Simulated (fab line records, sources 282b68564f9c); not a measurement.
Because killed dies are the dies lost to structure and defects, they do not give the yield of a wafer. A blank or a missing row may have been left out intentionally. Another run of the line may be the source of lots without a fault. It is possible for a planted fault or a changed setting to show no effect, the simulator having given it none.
fab line records	flow rit_cmos
[record] lots = 5	wafers = 23
route steps=202 shown GATE@96 NLDD@104 PLDD@116 PSD@143 SILICIDE@162 CONTACT@168 M1@189
start_h: hours from the record's opening day to when the first of the lot's shown wafers began	wait_h: time in hours since the lot's previous step	" the same as in the row above	L1.1+2: several wafers, shown together as one row	- value missing, or start not given	* or withheld: withheld	< > ~ a bound
route shown NAME@n: names a module that has steps shown in the file, with the first one's number in the route	usual: mean/standard deviation of fault-free wafers	same: alike in all rows	chamber/n: place in a boat	sites: per-site readings	_std_site: the standard deviation of these	_edge_site: the outer-site mean with the inner-site mean subtracted	radius_mm: for every site, how far away it sits from the centre of the wafer	mask NAME#n: copy n	behind: the last tool/chamber to shape the wafer	hold: what put the lot on hold/how long, in hours/how the hold closed	device: names the non-switching transistor (n, p or np)	end of line: the tests these same wafers got at the end of their route	a step without rows: its recipe alone	killed: dies that structure and defects cost at the first sort, which is not the same as the wafer's yield	map: a wafer's dies, x killed, . not, _ none there
set.NAME: the run value of the setting; set.NAME@STEP: its run value at that earlier step	model.NAME: the simulator's own value behind a step, which no gauge read
lots run with intentionally changed settings; tables by step, rows by wafer
[[steps]]
[step RIT_GATE_STRIP_20]
[recipe] chemistry = O2	time_s = 180	resist = NOVOLAK	platen_temp_c = withheld	power_w = 500	pressure_mtorr = 4000	o2_flow_sccm = 4000
lot.wafer	tool	chamber	start_h	wait_h	set.o2_flow_sccm
L074.1+4+5	plasma_asher-03	0,1,0	37.90	0.1	4000
L074.2+3	"	1,0	"	"	3621
L075.1+6	plasma_asher-02	1	41.99	0.1	4000
L075.2+4+5	"	0	"	"	3677
L076.2+3+4+5+6	plasma_asher-03	0,1,0,1,0	46.27	0.1	4000
L080.1+2+4	plasma_asher-04	1,0,1	67.23	0.1	4000
L084.1+4+5	plasma_asher-04	0,1,1	91.13	0.1	3632
L084.2+6	"	1,0	"	"	4000
[step RIT_GATE_CD_MEAS_90]
[recipe] target_cd_nm = 150
[usual] cd_nm = 149.3/2.6
lot.wafer	tool	chamber	start_h	wait_h	set.dose_mj@GATE_EXPOSE_13	cd_nm
L074.1	cd_sem-02	-	38.08	0.1	380	147.4
L074.2	"	-	"	"	380	148.6
L074.3	"	-	"	"	380	149.3
L074.4	"	-	"	"	380	149.9
L074.5	"	-	"	"	380	150.0
L075.1	cd_sem-02	-	42.17	0.1	380	147.0
L075.2	"	-	"	"	380	147.6
L075.4	"	-	"	"	380	147.5
L075.5	"	-	"	"	370.2	160.7
L075.6	"	-	"	"	370.2	159.4
L076.2	cd_sem-02	-	46.46	0.1	361	177.4
L076.3	"	-	"	"	361	176.6
L076.4	"	-	"	"	380	147.7
L076.5	"	-	"	"	380	149.9
L076.6	"	-	"	"	380	149.0
L080.1	cd_sem-02	-	67.40	0.1	380	148.2
L080.2	"	-	"	"	380	149.3
L080.4	"	-	"	"	380	148.4
L084.1	cd_sem-02	-	91.31	0.1	380	146.8
L084.2	"	-	"	"	380	148.3
L084.4	"	-	"	"	356.3	179.9
L084.5	"	-	"	"	356.3	180.2
L084.6	"	-	"	"	380	148.5
[step RIT_NLDD_COAT_01]
[recipe] resist = NOVOLAK	spin_rpm = 3250	resist_thk_nm = 1000
lot.wafer	tool	chamber	start_h	wait_h	set.spin_rpm	model.NOVOLAK_of_NLDD_COAT_01.thk_nm
L074.1	litho_track-03	0	41.32	0.1	3250	997.8
L074.2	"	0	"	"	3250	1000
L074.3	"	0	"	"	3250	998.8
L074.4	"	0	"	"	3250	997.6
L074.5	"	0	"	"	3250	1001
L075.1	litho_track-02	0	45.81	0.1	3160	1007
L075.2	"	0	"	"	3250	993.7
L075.4	"	0	"	"	3160	1012
L075.5	"	0	"	"	3250	996.7
L075.6	"	0	"	"	3250	994.5
L076.2	litho_track-03	0	49.84	0.1	3487	966.1
L076.3	"	0	"	"	3250	1004
L076.4	"	0	"	"	3487	967.1
L076.5+6	"	0	"	"	3250	1003
L080.1+4	litho_track-03	0	70.81	0.1	3250	1006
L080.2	"	0	"	"	3250	1004
L084.1	litho_track-02	0	95.41	0.1	3358	983.6
L084.2	"	0	"	"	3358	985.7
L084.4	"	0	"	"	3250	1002
L084.5	"	0	"	"	3250	1003
L084.6	"	0	"	"	3250	1001
[step RIT_NLDD_HARDBAKE_07]
[recipe] resist = NOVOLAK	temp_c = 140	time_s = 60
lot.wafer	tool	chamber	start_h	wait_h	set.temp_c	set.spin_rpm@NLDD_COAT_01	model.NOVOLAK_of_NLDD_COAT_01.thk_nm
L074.1	litho_track-02	0	42.20	0.0	140	3250	881.9
L074.2	"	0	"	"	140	3250	883.9
L074.3	"	0	"	"	140	3250	882.7
L074.4	"	0	"	"	140	3250	881.6
L074.5	"	0	"	"	140	3250	884.7
L075.1	litho_track-04	0	46.55	0.0	138.2	3160	892.5
L075.2	"	0	"	"	138.2	3250	881
L075.4	"	0	"	"	140	3160	894.5
L075.5	"	0	"	"	140	3250	880.8
L075.6	"	0	"	"	138.2	3250	881.6
L076.2	litho_track-04	0	50.70	0.0	136.8	3487	858.9
L076.3	"	0	"	"	136.8	3250	892.7
L076.4	"	0	"	"	136.8	3487	859.9
L076.5	"	0	"	"	140	3250	886.2
L076.6	"	0	"	"	140	3250	886.3
L080.1	litho_track-03	0	71.54	0.0	140	3250	889.2
L080.2	"	0	"	"	140	3250	887.5
L080.4	"	0	"	"	140	3250	889.1
L084.1	litho_track-03	0	96.15	0.0	143.6	3358	865.1
L084.2	"	0	"	"	140	3358	871.3
L084.4	"	0	"	"	143.6	3250	880.7
L084.5	"	0	"	"	140	3250	886.2
L084.6	"	0	"	"	140	3250	884.6
[step RIT_PLDD_SOFTBAKE_02]
[recipe] resist = NOVOLAK	temp_c = 90	time_s = 60
lot.wafer	tool	chamber	start_h	wait_h	set.temp_c
L074.1+3	litho_track-02	0	43.04	0.1	90
L074.2+4+5	"	0	"	"	92.45
L075.1+4+5	litho_track-04	0	47.38	0.1	86.55
L075.2+6	"	0	"	"	90
L076.2+4+6	litho_track-02	0	51.80	0.1	90
L076.3+5	"	0	"	"	88.54
L080.1+2+4	litho_track-01	0	72.38	0.1	90
L084.1+6	litho_track-01	0	96.98	0.1	91.26
L084.2+4+5	"	0	"	"	90
[step RIT_PLDD_EXPOSE_03]
[recipe] mask_id = M8	na = 0.57	target_cd_nm = 40900	dose_mj = 250
[step RIT_PLDD_PEB_04]
[recipe] resist = NOVOLAK	temp_c = withheld	time_s = withheld
[step RIT_PLDD_DEVELOP_05]
[recipe] resist = NOVOLAK	develop_time_s = 50	dev_temp_c = 23
lot.wafer	tool	chamber	start_h	wait_h	set.temp_c@PLDD_SOFTBAKE_02	model.NOVOLAK_of_PLDD_COAT_01.thk_nm
L074.1	litho_track-02	0	-	-	90	996.3
L074.2	"	0	"	"	92.45	991
L074.3	"	0	"	"	90	997.2
L074.4	"	0	"	"	92.45	994.2
L074.5	"	0	"	"	92.45	990.5
L075.1	litho_track-02	0	-	-	86.55	1014
L075.2	"	0	"	"	90	1000
L075.4+5	"	0	"	"	86.55	1013
L075.6	"	0	"	"	90	1003
L076.2	litho_track-02	0	-	-	90	994.8
L076.3	"	0	"	"	88.54	999.5
L076.4	"	0	"	"	90	993.4
L076.5	"	0	"	"	88.54	999.8
L076.6	"	0	"	"	90	995.2
L080.1	litho_track-02	0	-	-	90	999.1
L080.2	"	0	"	"	90	999.8
L080.4	"	0	"	"	90	998.3
L084.1	litho_track-01	0	-	-	91.26	991.9
L084.2	"	0	"	"	90	997.8
L084.4	"	0	"	"	90	999.4
L084.5	"	0	"	"	90	998.7
L084.6	"	0	"	"	91.26	997.1
[step RIT_PLDD_IMPLANT_08]
[recipe] species = BF2	energy_kev = 20	dose_cm2 = 9e+14	tilt_deg = 7
lot.wafer	tool	chamber	start_h	wait_h	set.energy_kev	model.implant.drp_nm
L074.1+2+5	implanter-02	0	43.77	0.1	20	9.752
L074.3+4	"	0	"	"	19.56	9.6
L075.1+2+4+5+6	implanter-03	0	48.24	0.1	20	9.752
L076.2+3+4+5+6	implanter-02	0	52.66	0.1	20	9.752
L080.1+2+4	implanter-03	0	73.27	0.1	20	9.752
L084.1+2+5	implanter-03	0	97.74	0.1	20	9.752
L084.4+6	"	0	"	"	20.69	9.987
[step RIT_PSD_COAT_01]
[recipe] resist = NOVOLAK	spin_rpm = 3250	resist_thk_nm = 1000
lot.wafer	tool	chamber	start_h	wait_h	set.spin_rpm	model.NOVOLAK_of_PSD_COAT_01.thk_nm
L074.1	litho_track-03	0	48.40	0.1	3073	1030
L074.2	"	0	"	"	3250	1004
L074.3	"	0	"	"	3073	1033
L074.4	"	0	"	"	3250	1006
L074.5	"	0	"	"	3073	1032
L075.1	litho_track-02	0	52.81	0.1	3250	1002
L075.2+6	"	0	"	"	3250	1000
L075.4	"	0	"	"	3250	1001
L075.5	"	0	"	"	3250	999.2
L076.2	litho_track-01	0	58.22	0.1	3250	997.1
L076.3	"	0	"	"	3250	996.7
L076.4	"	0	"	"	3250	996.4
L076.5	"	0	"	"	3250	993.8
L076.6	"	0	"	"	3250	995.7
L080.1	litho_track-02	0	77.87	0.1	3250	1004
L080.2	"	0	"	"	3250	998.6
L080.4	"	0	"	"	3250	1002
L084.1+4+5	litho_track-02	0	103.31	0.1	3250	1002
L084.2	"	0	"	"	3478	967.8
L084.6	"	0	"	"	3478	967.7
[step RIT_PSD_SOFTBAKE_02]
[recipe] resist = NOVOLAK	temp_c = 90	time_s = 60
[step RIT_PSD_EXPOSE_03]
[recipe] mask_id = M10	na = 0.57	target_cd_nm = 40900	dose_mj = 250
[step RIT_PSD_DEVELOP_05]
[recipe] resist = NOVOLAK	develop_time_s = 50	dev_temp_c = 23
[step RIT_PSD_HARDBAKE_07]
[recipe] resist = NOVOLAK	temp_c = 140	time_s = 60
lot.wafer	tool	chamber	start_h	wait_h	set.spin_rpm@PSD_COAT_01	model.NOVOLAK_of_PSD_COAT_01.thk_nm
L074.1	litho_track-03	0	49.26	0.0	3073	910.1
L074.2	"	0	"	"	3250	887.3
L074.3	"	0	"	"	3073	912.8
L074.4	"	0	"	"	3250	889
L074.5	"	0	"	"	3073	911.6
L075.1	litho_track-01	0	53.67	0.0	3250	885.3
L075.2+6	"	0	"	"	3250	883.8
L075.4	"	0	"	"	3250	884.3
L075.5	"	0	"	"	3250	883
L076.2	litho_track-02	0	58.95	0.0	3250	881.2
L076.3	"	0	"	"	3250	880.8
L076.4	"	0	"	"	3250	880.7
L076.5	"	0	"	"	3250	878.4
L076.6	"	0	"	"	3250	880
L080.1	litho_track-03	0	78.60	0.0	3250	887.5
L080.2	"	0	"	"	3250	882.6
L080.4	"	0	"	"	3250	885.5
L084.1+4	litho_track-01	0	104.17	0.0	3250	885.7
L084.2	"	0	"	"	3478	855.6
L084.5	"	0	"	"	3250	885.3
L084.6	"	0	"	"	3478	855.5
[step RIT_PSD_IMPLANT_08]
[recipe] species = BF2	energy_kev = 27	dose_cm2 = 5e+15	tilt_deg = 7
lot.wafer	tool	chamber	start_h	wait_h	set.dose_cm2
L074.1+2+4	implanter-02	0	49.41	0.1	5.097e+15
L074.3+5	"	0	"	"	5e+15
L075.1+2	implanter-04	0	53.82	0.1	5e+15
L075.4+5+6	"	0	"	"	5.19e+15
L076.2+4+5	implanter-04	0	59.10	0.1	5e+15
L076.3+6	"	0	"	"	5.184e+15
L080.1+2+4	implanter-04	0	78.75	0.1	5e+15
L084.1+2+4+5+6	implanter-02	0	104.32	0.1	5e+15
[step RIT_PSD_STRIP_09]
[recipe] chemistry = O2	time_s = 180	resist = NOVOLAK	platen_temp_c = withheld	power_w = 500	pressure_mtorr = 4000	o2_flow_sccm = 4000
[step RIT_SDANNEAL_RS_MEAS_06]
[recipe] thk_meas_gauge = four-point-probe
[usual] PLDD_RS = 178.7/0.47
lot.wafer	tool	chamber	start_h	wait_h	set.energy_kev@PLDD_IMPLANT_08	PLDD_RS[ohm/sq]
L074.1	film_metro-02	-	50.52	0.1	20	178.7
L074.2	"	-	"	"	20	178.7
L074.3	"	-	"	"	19.56	180.1
L074.4	"	-	"	"	19.56	180.8
L074.5	"	-	"	"	20	178.4
L075.1	film_metro-03	-	54.87	0.1	20	179.0
L075.2	"	-	"	"	20	179.2
L075.4	"	-	"	"	20	179.4
L075.5	"	-	"	"	20	179.2
L075.6	"	-	"	"	20	179.2
L076.2	film_metro-02	-	60.25	0.1	20	178.8
L076.3	"	-	"	"	20	178.8
L076.4	"	-	"	"	20	178.6
L076.5	"	-	"	"	20	178.3
L076.6	"	-	"	"	20	178.8
L080.1	film_metro-01	-	79.80	0.1	20	178.7
L080.2	"	-	"	"	20	179.0
L080.4	"	-	"	"	20	179.3
L084.1	film_metro-03	-	105.38	0.1	20	177.9
L084.2	"	-	"	"	20	177.5
L084.4	"	-	"	"	20.69	175.6
L084.5	"	-	"	"	20	177.8
L084.6	"	-	"	"	20.69	175.8
[step RIT_SILICIDE_SPUTTER_01]
[recipe] material = Ti	target_thk_nm = 30	power_w = 350	chamber_pressure_pa = 0.667	gas = Ar	time_s = 240	substrate_temp_c = 25
lot.wafer	tool	chamber	start_h	wait_h	set.time_s	model.Ti_of_SILICIDE_SPUTTER_01.thk_nm
L074.1	pvd_sputter-04	-	50.77	0.0	240	30.09
L074.2	"	-	"	"	240	30.05
L074.3	"	-	"	"	240	29.97
L074.4	"	-	"	"	216.4	27.59
L074.5	"	-	"	"	216.4	26.8
L075.1	pvd_sputter-03	-	55.12	0.0	249.7	31.54
L075.2	"	-	"	"	249.7	31.48
L075.4	"	-	"	"	240	30.02
L075.5	"	-	"	"	240	29.97
L075.6	"	-	"	"	249.7	31.39
L076.2	pvd_sputter-04	-	60.50	0.0	240	30.11
L076.3	"	-	"	"	260.2	32.78
L076.4	"	-	"	"	260.2	32.97
L076.5	"	-	"	"	260.2	32.86
L076.6	"	-	"	"	240	30.69
L080.1	pvd_sputter-04	-	80.06	0.0	240	29.96
L080.2	"	-	"	"	240	29.55
L080.4	"	-	"	"	240	29.85
L084.1	pvd_sputter-04	-	105.64	0.0	240	30.2
L084.2	"	-	"	"	240	30.26
L084.4	"	-	"	"	240	29.94
L084.5	"	-	"	"	240	30.34
L084.6	"	-	"	"	240	29.78
[step RIT_SILICIDE_RS_MEAS_02]
[recipe] thk_meas_gauge = four-point-probe	reads = Ti_of_SILICIDE_SPUTTER_01
[usual] SILICIDE_TI_RS = 47.7/0.51
lot.wafer	tool	chamber	start_h	wait_h	set.time_s@SILICIDE_SPUTTER_01	SILICIDE_TI_RS[ohm/sq]
L074.1	film_metro-03	-	50.92	0.1	240	47.7
L074.2	"	-	"	"	240	47.7
L074.3	"	-	"	"	240	47.8
L074.4	"	-	"	"	216.4	53.0
L074.5	"	-	"	"	216.4	55.2
L075.1	film_metro-04	-	55.27	0.1	249.7	44.9
L075.2	"	-	"	"	249.7	45.1
L075.4	"	-	"	"	240	47.9
L075.5	"	-	"	"	240	47.9
L075.6	"	-	"	"	249.7	45.2
L076.2	film_metro-04	-	60.67	0.1	240	47.7
L076.3	"	-	"	"	260.2	42.9
L076.4	"	-	"	"	260.2	42.5
L076.5	"	-	"	"	260.2	42.8
L076.6	"	-	"	"	240	46.5
L080.1	film_metro-04	-	80.21	0.1	240	47.9
L080.2	"	-	"	"	240	48.7
L080.4	"	-	"	"	240	48.1
L084.1	film_metro-01	-	105.79	0.1	240	47.6
L084.2	"	-	"	"	240	47.5
L084.4	"	-	"	"	240	48.1
L084.5	"	-	"	"	240	47.3
L084.6	"	-	"	"	240	48.4
[step RIT_SILICIDE_THK_MEAS_03]
[recipe] thk_meas_gauge = xrf	reads = Ti_of_SILICIDE_SPUTTER_01
[usual] SILICIDE_TI_THK = 30.09/0.26
lot.wafer	tool	chamber	start_h	wait_h	set.time_s@SILICIDE_SPUTTER_01	SILICIDE_TI_THK[nm]
L074.1	film_metro-03	-	51.04	0.1	240	30.36
L074.2	"	-	"	"	240	30.26
L074.3	"	-	"	"	240	30.12
L074.4	"	-	"	"	216.4	27.63
L074.5	"	-	"	"	216.4	26.93
L075.1	film_metro-04	-	55.39	0.1	249.7	31.40
L075.2	"	-	"	"	249.7	31.44
L075.4	"	-	"	"	240	29.94
L075.5	"	-	"	"	240	29.98
L075.6	"	-	"	"	249.7	31.25
L076.2	film_metro-04	-	60.78	0.1	240	30.10
L076.3	"	-	"	"	260.2	32.70
L076.4	"	-	"	"	260.2	32.75
L076.5	"	-	"	"	260.2	32.67
L076.6	"	-	"	"	240	30.56
L080.1	film_metro-04	-	80.33	0.1	240	30.01
L080.2	"	-	"	"	240	29.44
L080.4	"	-	"	"	240	29.83
L084.1	film_metro-01	-	105.91	0.1	240	30.29
L084.2	"	-	"	"	240	30.40
L084.4	"	-	"	"	240	30.16
L084.5	"	-	"	"	240	30.37
L084.6	"	-	"	"	240	30.00
[step RIT_CONTACT_CVD_00]
[recipe] material = SiO2	target_thk_nm = 400	precursor = TEOS	temp_c = 390	time_s = 61	rf_w = 400
lot.wafer	tool	chamber	start_h	wait_h	set.time_s	model.SiO2_of_CONTACT_CVD_00.thk_nm
L074.1	pecvd-02	0	51.34	0.1	55.01	356.1
L074.2	"	2	"	"	55.01	354.8
L074.3	"	1	"	"	61	396.2
L074.4	"	1	"	"	61	401.6
L074.5	"	0	"	"	61	403.1
L075.1	pecvd-01	1	55.63	0.1	67.88	443
L075.2	"	2	"	"	67.88	440.7
L075.4	"	2	"	"	67.88	444.9
L075.5+6	"	0,1	"	"	61	402.8
L076.2	pecvd-04	0	61.05	0.0	61	401.9
L076.3	"	2	"	"	58.09	386.2
L076.4	"	1	"	"	58.09	382.6
L076.5	"	0	"	"	61	413.7
L076.6	"	2	"	"	58.09	391.1
L080.1	pecvd-02	1	80.56	0.1	61	406.5
L080.2	"	2	"	"	61	400.1
L080.4	"	2	"	"	61	407.6
L084.1	pecvd-01	0	106.14	0.1	61	394.1
L084.2	"	2	"	"	51.86	334.7
L084.4	"	1	"	"	61	401.3
L084.5	"	0	"	"	51.86	337.7
L084.6	"	2	"	"	51.86	336.2
[step RIT_CONTACT_THK_MEAS_01]
[recipe] reads = SiO2_of_CONTACT_CVD_00
[usual] CONTACT_TEOS_THK = 401/5.1
lot.wafer	tool	chamber	start_h	wait_h	set.time_s@CONTACT_CVD_00	CONTACT_TEOS_THK[nm]
L074.1	film_metro-02	-	51.39	0.0	55.01	356
L074.2	"	-	"	"	55.01	355
L074.3	"	-	"	"	61	396
L074.4	"	-	"	"	61	402
L074.5	"	-	"	"	61	403
L075.1	film_metro-02	-	55.68	0.0	67.88	443
L075.2	"	-	"	"	67.88	440
L075.4	"	-	"	"	67.88	445
L075.5	"	-	"	"	61	403
L075.6	"	-	"	"	61	403
L076.2	film_metro-02	-	61.11	0.0	61	402
L076.3	"	-	"	"	58.09	386
L076.4	"	-	"	"	58.09	382
L076.5	"	-	"	"	61	413
L076.6	"	-	"	"	58.09	391
L080.1	film_metro-01	-	80.61	0.0	61	407
L080.2	"	-	"	"	61	400
L080.4	"	-	"	"	61	407
L084.1	film_metro-04	-	106.19	0.0	61	394
L084.2	"	-	"	"	51.86	335
L084.4	"	-	"	"	61	401
L084.5	"	-	"	"	51.86	338
L084.6	"	-	"	"	51.86	336
[step RIT_M1_SOFTBAKE_05]
[recipe] resist = NOVOLAK	temp_c = 90	time_s = 60
lot.wafer	tool	chamber	start_h	wait_h	set.temp_c
L074.1+2+3+4+5	litho_track-01	0	54.34	0.1	90
L075.1+2	litho_track-02	0	59.72	0.1	91.35
L075.4+5+6	"	0	"	"	90
L076.2+3+5	litho_track-04	0	64.26	0.1	90
L076.4+6	"	0	"	"	93.09
L080.1+2+4	litho_track-02	0	83.68	0.1	90
L084.1+2+4+5+6	litho_track-02	0	109.25	0.1	90
[step RIT_M1_DEVELOP_08]
[recipe] resist = NOVOLAK	develop_time_s = 68	dev_temp_c = 23
lot.wafer	tool	chamber	start_h	wait_h	set.dev_temp_c
L074.1+3	litho_track-01	0	-	-	23
L074.2+4+5	"	0	"	"	20.52
L075.1+4+5	litho_track-02	0	-	-	23
L075.2+6	"	0	"	"	25.85
L076.2+5+6	litho_track-01	0	-	-	21.43
L076.3+4	"	0	"	"	23
L080.1+2+4	litho_track-01	0	-	-	23
L084.1+6	litho_track-02	0	-	-	23
L084.2+4+5	"	0	"	"	24.29
[step RIT_M1_HARDBAKE_11]
[recipe] resist = NOVOLAK	temp_c = 140	time_s = 120
[step RIT_M1_METAL_ETCH_12]
[recipe] stop_on = SiO2	chemistry = Cl2/BCl3	target = Al	time_s = 165	over_etch_frac = 0.5	pressure_mtorr = 100	target_depth_a = 6000	rf_w = 250	Cl2_flow_sccm = 60	bcl3_flow_sccm = 50
[step RIT_M1_STRIP_13]
[recipe] chemistry = nmp	resist = NOVOLAK	temp_c = 80	time_s = 600	dry = n2_spin
lot.wafer	tool	chamber	start_h	wait_h	set.temp_c@M1_SOFTBAKE_05	model.NOVOLAK_of_M1_COAT_04.thk_nm
L074.1	wet_bench-01	1	58.01	0.1	90	1302
L074.2	"	1	"	"	90	1297
L074.3	"	1	"	"	90	1305
L074.4	"	1	"	"	90	1303
L074.5	"	1	"	"	90	1300
L075.1	wet_bench-02	1	60.87	0.1	91.35	1297
L075.2	"	1	"	"	91.35	1298
L075.4	"	1	"	"	90	1302
L075.5	"	1	"	"	90	1303
L075.6	"	1	"	"	90	1301
L076.2	wet_bench-02	2	65.59	0.2	90	1299
L076.3	"	2	"	"	90	1296
L076.4	"	2	"	"	93.09	1288
L076.5	"	2	"	"	90	1298
L076.6	"	2	"	"	93.09	1285
L080.1+2+4	wet_bench-01	2	84.83	0.1	90	0
L084.1	wet_bench-01	1	110.64	0.1	90	1303
L084.2	"	1	"	"	90	1301
L084.4+5	"	1	"	"	90	1304
L084.6	"	1	"	"	90	1302
[[key]]
[split] step = RIT_GATE_STRIP_20	setting = o2_flow_sccm	stated = 4000	by = wafer
response none clear
[split] step = RIT_NLDD_COAT_01	setting = spin_rpm	stated = 3250	by = wafer
[response] step = RIT_NLDD_COAT_01	reading = model.NOVOLAK_of_NLDD_COAT_01.thk_nm	change = -5.08	per = 1%	r = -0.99
[response] step = RIT_NLDD_HARDBAKE_07	reading = model.NOVOLAK_of_NLDD_COAT_01.thk_nm	change = -4.14	per = 1%	r = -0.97
[split] step = RIT_NLDD_HARDBAKE_07	setting = temp_c	stated = 140	by = wafer
response none clear
[split] step = RIT_PLDD_SOFTBAKE_02	setting = temp_c	stated = 90	by = wafer
[response] step = RIT_PLDD_DEVELOP_05	reading = model.NOVOLAK_of_PLDD_COAT_01.thk_nm	change = -2.65	per = 1%	r = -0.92
[split] step = RIT_PLDD_IMPLANT_08	setting = energy_kev	stated = 20	by = wafer
[response] step = RIT_PLDD_IMPLANT_08	reading = model.implant.drp_nm	change = +0.0683	per = 1%	r = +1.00
[response] step = RIT_SDANNEAL_RS_MEAS_06	reading = PLDD_RS	change = -0.658	per = 1%	r = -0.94
[split] step = RIT_PSD_COAT_01	setting = spin_rpm	stated = 3250	by = wafer
[response] step = RIT_PSD_COAT_01	reading = model.NOVOLAK_of_PSD_COAT_01.thk_nm	change = -4.89	per = 1%	r = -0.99
[response] step = RIT_PSD_HARDBAKE_07	reading = model.NOVOLAK_of_PSD_COAT_01.thk_nm	change = -4.28	per = 1%	r = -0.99
[split] step = RIT_PSD_IMPLANT_08	setting = dose_cm2	stated = 5e+15	by = wafer
response none clear
[split] step = RIT_SILICIDE_SPUTTER_01	setting = time_s	stated = 240	by = wafer
[response] step = RIT_SILICIDE_SPUTTER_01	reading = model.Ti_of_SILICIDE_SPUTTER_01.thk_nm	change = +0.297	per = 1%	r = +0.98
[response] step = RIT_SILICIDE_RS_MEAS_02	reading = SILICIDE_TI_RS	change = -0.601	per = 1%	r = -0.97
[response] step = RIT_SILICIDE_THK_MEAS_03	reading = SILICIDE_TI_THK	change = +0.298	per = 1%	r = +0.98
[split] step = RIT_CONTACT_CVD_00	setting = time_s	stated = 61	by = wafer
[response] step = RIT_CONTACT_CVD_00	reading = model.SiO2_of_CONTACT_CVD_00.thk_nm	change = +4.07	per = 1%	r = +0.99
[response] step = RIT_CONTACT_THK_MEAS_01	reading = CONTACT_TEOS_THK	change = +4.06	per = 1%	r = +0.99
[split] step = RIT_M1_SOFTBAKE_05	setting = temp_c	stated = 90	by = wafer
[response] step = RIT_M1_STRIP_13	reading = model.NOVOLAK_of_M1_COAT_04.thk_nm	change = -3.18	per = 1%	r = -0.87
[split] step = RIT_M1_DEVELOP_08	setting = dev_temp_c	stated = 23	by = wafer
response none clear
split outside_this_file step=RIT_GATE_EXPOSE_13 setting=dose_mj
// split outside_this_file: this setting was split too, and the file shows its column; the key of that split is in another file
